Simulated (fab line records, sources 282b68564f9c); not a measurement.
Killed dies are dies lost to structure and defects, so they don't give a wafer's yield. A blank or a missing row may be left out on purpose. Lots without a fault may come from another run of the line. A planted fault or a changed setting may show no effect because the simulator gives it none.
Problem report in the 8D (eight disciplines) form, filled by code | flow rit_cmos | the parts of the form that need people (team, actions taken, sign-off) are left out

1. THE PROBLEM
PSD_RS at RIT_SDANNEAL_RS_MEAS_04 reads a mean of 143.82 ohm/sq on 6 wafers of 2 lots; wafers without a fault read 115.44 ohm/sq with a standard deviation of 0.29. That is +98 standard deviations from the usual mean.
The step: measures by four-point-probe.
First seen on wafer L918.1, day 6 14:13, on film_metro-02. The record holds 42 wafers of 14 lots with a number at this step. Rule for "out", or "out of limits": more than 4 standard deviations from the usual mean. The other wafers with a number count as sound.

2. WHAT IT IS AND WHAT IT IS NOT
question                    | is                     | is not
which readings at this step | PSD_RS                 | -
which lots                  | L918, L920             | L906, L907, L909, L910, L912, L913, L914, L915, L916, L926, L927, L929
which wafers of those lots  | all that have a number | -
read on which gauges        | film_metro-02          | film_metro-01, film_metro-04
when                        | from day 6 14:13       | up to then (27 sound wafers); but 9 sound wafers of L926, L927, L929 came after

3. SUSPECTS, AND WHAT RULES EACH OUT
Counting: a tool at a process step up to the reading stays a suspect if it ran every lot that is out and no sound lot after the first of them.
- the gauge at RIT_SDANNEAL_RS_MEAS_04: ruled out. All the wafers that are out were read on film_metro-02, but those of them that RIT_SDANNEAL_RTA_03 has rows for are out there too, on other tools.
- rtp_anneal-02 at RIT_SDANNEAL_RTA_03 (time 5 s): kept. It ran every lot that is out, first L918 (day 6 14:09), and no sound lot after that; its last sound lot up to then is L916 (day 6 01:40). Its own readings are out on those wafers: wafer_temp_C_max.
Left after counting: rtp_anneal-02 at RIT_SDANNEAL_RTA_03.

4. THE CAUSE (what the simulator had put in)
Process parameter drift: rtp_anneal-02, from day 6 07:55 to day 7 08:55, at RIT_SDANNEAL_RTA_03. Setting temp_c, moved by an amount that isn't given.
Counting left only this tool.

5. THE CHAIN OF EFFECTS, in route order
Each row: a reading whose mean over the struck wafers that have a number lies more than 3 standard deviations from the usual. Only readings for which the record gives a usual standard deviation are gone through. hours: the time from each lot's start at the first step in this table that gives one to its start at this step, as a median over the lots. sigmas: the change in usual standard deviations.
hours | step                    | reading          | usual         | on struck wafers | change | sigmas
0     | RIT_SDANNEAL_RTA_03     | wafer_temp_C_max | 1053.5        | 1013.8           | -39.7  | -36
0     | RIT_SDANNEAL_RS_MEAS_04 | PSD_RS           | 115.44 ohm/sq | 143.82           | +28.38 | +98
0     | RIT_SDANNEAL_RS_MEAS_05 | NSD_RS           | 84.5 ohm/sq   | 85.8             | +1.3   | +4.4
0     | RIT_SDANNEAL_RS_MEAS_06 | PLDD_RS          | 179.6 ohm/sq  | 216.5            | +36.9  | +77
The process steps in it:
- RIT_SDANNEAL_RTA_03: time 5 s.

6. WHAT WOULD HAVE CAUGHT IT SOONER
In this record the first reading out of limits at a measuring or inspecting step was taken at day 6 14:13, 6 hours after the fault began at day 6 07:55.
The tool's own readings at RIT_SDANNEAL_RTA_03 were out on every struck wafer that the step has a row for (wafer_temp_C_max): an alarm limit on them would have fired on the first of those.
Of the lots that are out (2), L920 began RIT_SDANNEAL_RTA_03 on rtp_anneal-02 after day 6 14:13. A hold on the tool at that time would have spared it.
